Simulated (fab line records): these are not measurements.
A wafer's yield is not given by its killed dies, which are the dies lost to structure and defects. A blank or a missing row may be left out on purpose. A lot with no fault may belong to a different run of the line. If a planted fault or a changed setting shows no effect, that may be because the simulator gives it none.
A lot that was struck, set against a sound lot	flow rit_cmos	45 out of 202 route steps
Sound: wafers L747.2, L747.3, L747.5. The struck wafers were L755.1, L755.4, L755.5. The cause is named last.
Per side, at each step with rows, come the tool, then ch with its chambers, and then its first start. Under that, the readings that differ: sound wafers	struck wafers	difference of the means	sigmas: that difference in standard deviations of wafers without a fault.
alike: words and numbers the same on both sides, and readings whose means are apart by under 2 such deviations; not compared: readings that were withheld, readings missing a value for some wafer, numbers with overlapping values and no deviation given by the record, and bounds like >300 which may hide the same value.
The two part at a step that has a row with sigmas, a row that says differs or no value, or rows on one side only. Numbers that have no deviation but don't overlap get no sigmas and don't part them. A reading missing from all wafers of one side parts the sides only when that side holds two or more wafers.

first, 1 step without rows for these wafers: RIT_ACTIVE_DEVELOP_10 (develop time 50 s).
RIT_ACTIVE_CD_MEAS_11 targets a cd of 1400 nm.
  struck on cd_sem-02, day 5 08:34; sound on cd_sem-02, day 3 16:28
  alike: cd_nm
then, 1 step without rows for these wafers: RIT_ACTIVE_HARDBAKE_12 (time 60 s).
RIT_ACTIVE_ETCH_13: etches Si3N4 in SF6, stops on SiO2, time 210 s, target depth 210 nm.
  sound on rie_diel-04 ch 0,3, day 3 16:43; struck on rie_diel-04 ch 1,3, day 5 08:50
  alike: drypump_motor_current_A, oes_product_au, throttle_valve_pct
  not compared: rf_hours_counter_h
RIT_ACTIVE_STRIP_14: strips in O2, time 180 s.
  sound on plasma_asher-03 ch 0,1, day 3 16:50; struck on plasma_asher-03 ch 0,1, day 5 08:58
  alike: drypump_motor_current_A, o2_flow_sccm
  not compared: rf_hours_counter_h
RIT_ACTIVE_CD_MEAS_90 targets a cd of 1400 nm.
  struck on cd_sem-02, day 5 09:08; sound on cd_sem-01, day 3 17:02
  alike: cd_nm
then, 4 steps without rows for these wafers: RIT_ACTIVE_CLEAN_15 (cleans in SC1, time 600 s); RIT_ACTIVE_CLEAN_16 (cleans in dHF, time 30 s); RIT_ACTIVE_CLEAN_17 (cleans in SC2, time 600 s); RIT_FOX1_OXIDATION_00 (target thk 350.7 nm, ox time 1130 s).
RIT_FOX1_THK_MEAS_01:
  struck on film_metro-02, day 5 11:24; sound on film_metro-04, day 3 18:50
reading	sound	struck	difference	sigmas
FOX1_OXIDE_THK (nm)	338 341 335	352 347 360	+15	+2
then, 1 step without rows for these wafers: RIT_FOX1_WET_ETCH_02 (etches SiO2 in BOE, target depth 350 nm, time 390 s).
RIT_FOX2_OXIDATION_00: target thk 350.7 nm, ox time 1181 s.
  sound on furnace-04 ch 0, day 3 19:03; struck on furnace-04 ch 0, day 5 11:34
reading	sound	struck	difference	sigmas
spike_tc_centre_C (C)	1103.7 1104.5 1105.0	1065.0 1064.5 1064.3	-39.8	-25
spike_tc_load_C (C)	1122.7 1121.6 1121.7	1083.3 1082.9 1080.4	-39.8	-19
spike_tc_source_C (C)	1121.5 1121.0 1122.8	1080.0 1079.7 1080.4	-41.7	-22
tube_center_temp_C (C)	1100.2 1100 1100.1	1060 1060 1060.1	-40	-99 or more
tube_center_temp_C_max	1102.4 1103.0 1102.7	1062.7 1062.8 1062.5	-40.0	-85
model.SiO2_of_FOX2_OXIDATION_00.thk_nm (nm)	356.8 355.2 360.5	287.7 286.7 293.1	-68.3	
  alike: zone_power_load_pct
RIT_FOX2_THK_MEAS_01:
  struck on film_metro-01, day 5 12:53; sound on film_metro-04, day 3 20:23
reading	sound	struck	difference	sigmas
FOX2_OXIDE_THK (nm)	357 355 361	288 287 293	-68	-8
then, 2 steps without rows for these wafers: RIT_FOX2_CLEAN_02 (cleans in dHF, time 180 s); RIT_FOX2_WET_ETCH_03 (etches Si3N4 in H3PO4, target depth 195 nm, time 2700 s).
RIT_FOX2_THK_MEAS_90:
  struck on film_metro-03, day 5 13:46; sound on film_metro-04, day 3 21:16
reading	sound	struck	difference	sigmas
FIELD_OXIDE_LEFT_1_THK (nm)	329 327 332	260 259 266	-68	-8
then, 6 steps without rows for these wafers: RIT_NWELL_HMDS_00 (prime time 60 s); RIT_NWELL_COAT_01 (resist thk 1300 nm); RIT_NWELL_SOFTBAKE_02 (time 60 s); RIT_NWELL_EXPOSE_03 (exposes mask M2, target cd 43900 nm); RIT_NWELL_PEB_04; RIT_NWELL_DEVELOP_05 (develop time 68 s).
RIT_NWELL_OVL_MEAS_06:
  struck on overlay-02, day 5 14:50; sound on overlay-01, day 3 22:12
  alike: NWELL_OVL
then, 2 steps without rows for these wafers: RIT_NWELL_HARDBAKE_07 (time 120 s); RIT_NWELL_IMPLANT_08.
RIT_NWELL_STRIP_09: strips in O2, time 180 s.
  sound on plasma_asher-03 ch 0,1, day 3 22:38; struck on plasma_asher-03 ch 0,1, day 5 15:17
  alike: drypump_motor_current_A, o2_flow_sccm
  not compared: rf_hours_counter_h
RIT_NWELL_TW_MEAS_10:
  struck on film_metro-03, day 5 15:27; sound on film_metro-04, day 3 22:49
  alike: NWELL_TW
then, 6 steps without rows for these wafers: RIT_PWELL_HMDS_00 (prime time 60 s); RIT_PWELL_COAT_01 (resist thk 1308 nm); RIT_PWELL_SOFTBAKE_02 (time 60 s); RIT_PWELL_EXPOSE_03 (exposes mask M3, target cd 43700 nm); RIT_PWELL_PEB_04; RIT_PWELL_DEVELOP_05 (develop time 68 s).
RIT_PWELL_OVL_MEAS_06:
  struck on overlay-02, day 5 16:31; sound on overlay-01, day 3 23:45
  alike: PWELL_OVL
then, 2 steps without rows for these wafers: RIT_PWELL_HARDBAKE_07 (time 120 s); RIT_PWELL_IMPLANT_08.
RIT_PWELL_STRIP_09: strips in O2, time 180 s.
  sound on plasma_asher-03 ch 1, day 4 00:11; struck on plasma_asher-04 ch 0, day 5 16:57
  alike: drypump_motor_current_A, o2_flow_sccm
  not compared: rf_hours_counter_h
RIT_PWELL_TW_MEAS_10:
  struck on film_metro-04, day 5 17:08; sound on film_metro-02, day 4 00:22
  alike: PWELL_TW
then, 1 step without rows for these wafers: RIT_WELLDRIVE_ANNEAL_00 (time 14700 s).
RIT_WELLDRIVE_RS_MEAS_01: measures by four-point-probe.
  struck on film_metro-03, day 5 22:31; sound on film_metro-02, day 4 05:31
  alike: NWELL_RS
RIT_WELLDRIVE_RS_MEAS_02: measures by four-point-probe.
  struck on film_metro-03, day 5 22:38; sound on film_metro-02, day 4 05:38
  alike: PWELL_RS
RIT_FOX2_THK_MEAS_91:
  struck on film_metro-04, day 6 02:21; sound on film_metro-04, day 4 09:33
reading	sound	struck	difference	sigmas
FIELD_OXIDE_LEFT_2_THK (nm)	262 260 265	192 190 197	-69	-8
RIT_SILICIDE_WET_ETCH_00: etches SiO2 in BOE, target depth 14 nm, time 15 s.
  sound on wet_bench-04 ch 0, day 5 04:32; struck on wet_bench-02 ch 2, day 6 20:09
reading	sound	struck	difference	sigmas
model.SiO2_of_FOX2_OXIDATION_00.thk_nm (nm)	155.5 153.7 159.1	87.81 84.92 92.5	-67.69	
RIT_M1_PROBE_99:
  struck on prober-01, day 7 03:11; sound on prober-01, day 5 11:25
reading	sound	struck	difference	sigmas
model.etest.pldd.width_nm (nm)	3208 3212 3218	3276 3284 3272	+65	
model.etest.nldd.width_nm (nm)	3199 3215 3212	3273 3284 3261	+64	
model.etest.nplus_sal.width_nm (nm)	3470 3482 3483	3513 3522 3509	+36	
model.etest.pplus_sal.width_nm (nm)	3476 3474 3483	3484 3534 3500	+28	
model.etest.pwell.rs_ohm_sq	425.5 420.3 417.9	400.9 405.7 406.4	-16.9	
model.etest.field_n.vt_v (V)	35.48 35.24 36.13	26.26 26.14 26.89	-9.19	
model.etest.field_p_metal.vt_v (V)	-29.36 -29.24 -29.09	-35.61 -35.59 -35.34	-6.28	
model.etest.poly_comb_over_steps.leak_log10_a_um	-12.74 -12.76 -12.78	-10.46 -9.457 -9.574	+2.93	
  alike: killed_at_contacts, killed_at_front_end, killed_dies, killed_open, killed_short

== WHERE THEY PART ==
Last at RIT_FOX2_THK_MEAS_91 as far as this record goes, first at RIT_FOX1_THK_MEAS_01. Later steps at which nothing parts them and some readings are alike: RIT_M1_PROBE_99.

WHY: what the simulator had put in
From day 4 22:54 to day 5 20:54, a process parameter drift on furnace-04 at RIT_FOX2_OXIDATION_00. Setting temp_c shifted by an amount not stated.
